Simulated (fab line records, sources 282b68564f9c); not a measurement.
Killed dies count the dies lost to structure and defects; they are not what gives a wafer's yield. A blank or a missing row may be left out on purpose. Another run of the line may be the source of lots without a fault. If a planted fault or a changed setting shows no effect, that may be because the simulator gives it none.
Comparing a struck lot with a sound one || flow rit_cmos || 17 steps out of a route of 202
Sound: wafers L441.1, L441.2, L441.3. The struck wafers were L448.1, L448.2, L448.4. The cause is given at the end.
Per side, at each step with rows, come the tool, then ch with its chambers, and then its first start. Under that, the readings that differ: sound wafers || struck wafers || difference of the means || sigmas: that difference in standard deviations of wafers without a fault.
alike: a reading whose means differ by less than 2 such deviations, as well as words and numbers matching on both sides. not compared: withheld readings; readings where some wafer has no value; bounds like >300 that might hide an equal value; numbers whose values overlap and for which the record gives no deviation.
Wherever a step has rows on one side only, a row that says differs or no value, or a row with sigmas, the two part there. When numbers do not overlap yet have no deviation, they are printed without sigmas and do not part them. A reading missing from all wafers of one side parts the sides only when that side holds two or more wafers.

first, 1 step without rows for these wafers: RIT_PRETRO_DEVELOP_05 (develop time 68 s).
RIT_PRETRO_OVL_MEAS_06:
  sound: overlay-01 at day 2 12:47; struck: overlay-01 at day 3 23:13
  alike: PRETRO_OVL
then, 2 steps without rows for these wafers: RIT_PRETRO_HARDBAKE_07 (time 120 s); RIT_PRETRO_IMPLANT_08.
RIT_PRETRO_STRIP_09: strips in O2, time 180 s.
  sound on plasma_asher-03 ch 0,1, day 2 13:13; struck on plasma_asher-02 ch 0,1, day 3 23:40
  alike: drypump_motor_current_A
  not compared: rf_hours_counter_h
RIT_PRETRO_TW_MEAS_10:
  sound: film_metro-03 at day 2 13:23; struck: film_metro-03 at day 3 23:50
  alike: PRETRO_TW
then, 5 steps without rows for these wafers: RIT_GATE_WET_ETCH_00 (etches SiO2 in BOE, target depth 56 nm, time 60 s); RIT_GATE_CLEAN_01 (cleans in SC1, time 600 s); RIT_GATE_CLEAN_02 (cleans in dHF, time 30 s); RIT_GATE_CLEAN_03 (cleans in SC2, time 600 s); RIT_GATE_CLEAN_04 (cleans in dHF, time 60 s).
RIT_FOX2_THK_MEAS_91:
  sound: film_metro-04 at day 2 13:53; struck: film_metro-03 at day 4 00:20
  alike: FIELD_OXIDE_LEFT_2_THK
RIT_GATE_OXIDATION_05: target thk 3 nm, ox time 270 s.
  sound on furnace-02 ch 0, day 2 13:56; struck on furnace-02 ch 0, day 4 01:14
{"reading": "ox_time_s (s)", "sound": "270 270 270", "struck": "513 513 513", "difference": "+243", "sigmas": ""}
{"reading": "model.SiO2_of_GATE_OXIDATION_05.thk_nm (nm)", "sound": "2.959 3.01 2.968", "struck": "4.824 4.792 4.838", "difference": "+1.839", "sigmas": ""}
then, 1 step without rows for these wafers: RIT_GATE_ANNEAL_06 (time 600 s).
RIT_GATE_THK_MEAS_07:
  sound: film_metro-04 at day 2 15:16; struck: film_metro-01 at day 4 02:34
{"reading": "GATE_OXIDE_THK (nm)", "sound": "2.91 3.01 2.99", "struck": "4.83 4.78 4.82", "difference": "+1.84", "sigmas": "+27"}
then, 1 step without rows for these wafers: RIT_GATE_CVD_08 (deposits poly-Si from SiH4, target thk 250 nm, time 2220 s).
RIT_M1_PROBE_99:
  sound: prober-01 at day 3 14:30; struck: prober-02 at day 5 01:51
{"reading": "model.etest.pmos_0p3.r_on_ohm_um", "sound": "6121 6299 6163", "struck": "9850 9640 9893", "difference": "+3600", "sigmas": ""}
{"reading": "model.etest.pmos_turned.r_on_ohm_um", "sound": "3325 3404 3274", "struck": "4570 4445 4661", "difference": "+1224", "sigmas": ""}
{"reading": "model.etest.nmos_0p3.r_on_ohm_um", "sound": "2114 2160 2116", "struck": "3214 3174 3282", "difference": "+1093", "sigmas": ""}
{"reading": "model.etest.pmos_0p15.r_on_ohm_um", "sound": "2664 2753 2645", "struck": "3748 3636 3757", "difference": "+1026", "sigmas": ""}
{"reading": "model.etest.nmos_0p15.r_on_ohm_um", "sound": "1100 1131 1077", "struck": "1433 1378 1437", "difference": "+313", "sigmas": ""}
{"reading": "model.etest.nmos_0p15.drive_ua_um", "sound": "491.8 482.2 497.8", "struck": "301.2 304.9 301.1", "difference": -188.2, "sigmas": ""}
{"reading": "model.etest.nmos_narrow.drive_ua_um", "sound": "235.8 230.3 236.3", "struck": "103.4 106.7 104.5", "difference": -129.3, "sigmas": ""}
{"reading": "model.etest.nmos_0p3.drive_ua_um", "sound": "235 230.8 234", "struck": "108.2 110.3 108.3", "difference": -124.3, "sigmas": ""}
  alike: killed_at_contacts, killed_at_front_end, killed_dies, killed_open, killed_short

WHERE THEY PART
Only at RIT_GATE_THK_MEAS_07, as far as this record shows. Later steps at which nothing parts them and some readings are alike: RIT_M1_PROBE_99.

WHY: what the simulator had put in
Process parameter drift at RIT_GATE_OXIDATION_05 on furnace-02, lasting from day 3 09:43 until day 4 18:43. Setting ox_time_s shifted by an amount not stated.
